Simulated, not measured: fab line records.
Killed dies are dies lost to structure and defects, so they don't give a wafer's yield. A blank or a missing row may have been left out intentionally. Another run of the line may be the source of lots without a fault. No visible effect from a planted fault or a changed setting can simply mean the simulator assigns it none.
What tool caused it? :: flow berkeley_cmos170 :: Sampling: 11 lots, 33 wafers, 2 of 331 route steps

WHAT EACH GAUGE READ, for each wafer
UCB170_GATE_OVL_MEAS_13. Usual: GATE_OVL gives -2 nm (standard deviation 5.8).
lot: L291
measured: day 7 09:38
on: overlay-01
GATE_OVL (nm): -4 -5 -5
flag: 

lot: L293
measured: day 7 09:41
on: overlay-02
GATE_OVL (nm): -9 -5 1
flag: 

lot: L292
measured: day 7 09:45
on: overlay-02
GATE_OVL (nm): 5 7 2
flag: 

lot: L290
measured: day 7 10:22
on: overlay-02
GATE_OVL (nm): -4 1 -5
flag: 

lot: L294
measured: day 8 03:06
on: overlay-02
GATE_OVL (nm): 0 -1 -4
flag: 

lot: L295
measured: day 8 03:22
on: overlay-01
GATE_OVL (nm): 8 6 13
flag: 

lot: L302
measured: day 9 06:32
on: overlay-02
GATE_OVL (nm): 34 36 34
flag: OFF

lot: L300
measured: day 9 06:39
on: overlay-01
GATE_OVL (nm): 35 32 33
flag: OFF

lot: L305
measured: day 10 21:24
on: overlay-02
GATE_OVL (nm): 32 41 40
flag: OFF

lot: L311
measured: day 12 00:05
on: overlay-01
GATE_OVL (nm): 12 1 2
flag: 

lot: L313
measured: day 12 08:07
on: overlay-02
GATE_OVL (nm): 0 0 -5
flag: 

WHAT TOOL EACH LOT RAN ON (gives the tool, then ch and the chambers of the sampled wafers, and finally the start)
lot: L291
UCB170_GATE_EXPOSE_09: krf_scanner-01 ch 0, day 7 08:59

lot: L293
UCB170_GATE_EXPOSE_09: krf_scanner-01 ch 0, day 7 09:08

lot: L292
UCB170_GATE_EXPOSE_09: krf_scanner-01 ch 0, day 7 09:14

lot: L290
UCB170_GATE_EXPOSE_09: krf_scanner-01 ch 0, day 7 09:28

lot: L294
UCB170_GATE_EXPOSE_09: krf_scanner-02 ch 0, day 8 02:14

lot: L295
UCB170_GATE_EXPOSE_09: krf_scanner-01 ch 0, day 8 02:32

lot: L302
UCB170_GATE_EXPOSE_09: krf_scanner-02 ch 0, day 9 05:59

lot: L300
UCB170_GATE_EXPOSE_09: krf_scanner-02 ch 0, day 9 06:06

lot: L305
UCB170_GATE_EXPOSE_09: krf_scanner-02 ch 0, day 10 20:55

lot: L311
UCB170_GATE_EXPOSE_09: krf_scanner-01 ch 0, day 11 22:59

lot: L313
UCB170_GATE_EXPOSE_09: krf_scanner-01 ch 0, day 12 07:37
- UCB170_GATE_EXPOSE_09: exposes mask POLY, target cd 350 nm.

AS READ BY THE TOOLS THEMSELVES (means over the sampled wafers that have a number; for cases with no such wafer, the mark the record gives instead)
The record holds no such reading with a usual standard deviation.

THE ANSWER, worked out from the rows above alone
Rule: a lot is off if the mean of its wafers that have a number lies more than 3 standard deviations from the usual mean. Also off: a lot with no number at a reading for which 4 or more lots have one. Any other lot the step has rows for is counted as sound. The gauges are gone through in route order, then the tools' own readings, and for those a lot's mean is taken as printed above. At the first step where some lot is off, the reading lying furthest off is the one used; lots without a number count as furthest.
Off: L302, L300, L305, seen at UCB170_GATE_OVL_MEAS_13 (GATE_OVL).
If a tool, at a process step before that reading, ran all the lots that are off and no sound lot after the first of them, it fits. Gauges at UCB170_GATE_OVL_MEAS_13: tried the same way as those tools. One fits: UCB170_GATE_EXPOSE_09 on krf_scanner-02. A fault onset in the window from L294 (day 8 02:14, its last sound lot) to L302 (day 9 05:59, its first lot off) fits.

WHAT THE SIMULATOR HAD PUT IN
Scanner matching overlay: krf_scanner-02, from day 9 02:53 on, at UCB170_GATE_EXPOSE_09. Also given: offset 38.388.
Shown lots that were struck: L302, L300, L305. This agrees with what the rule above found.
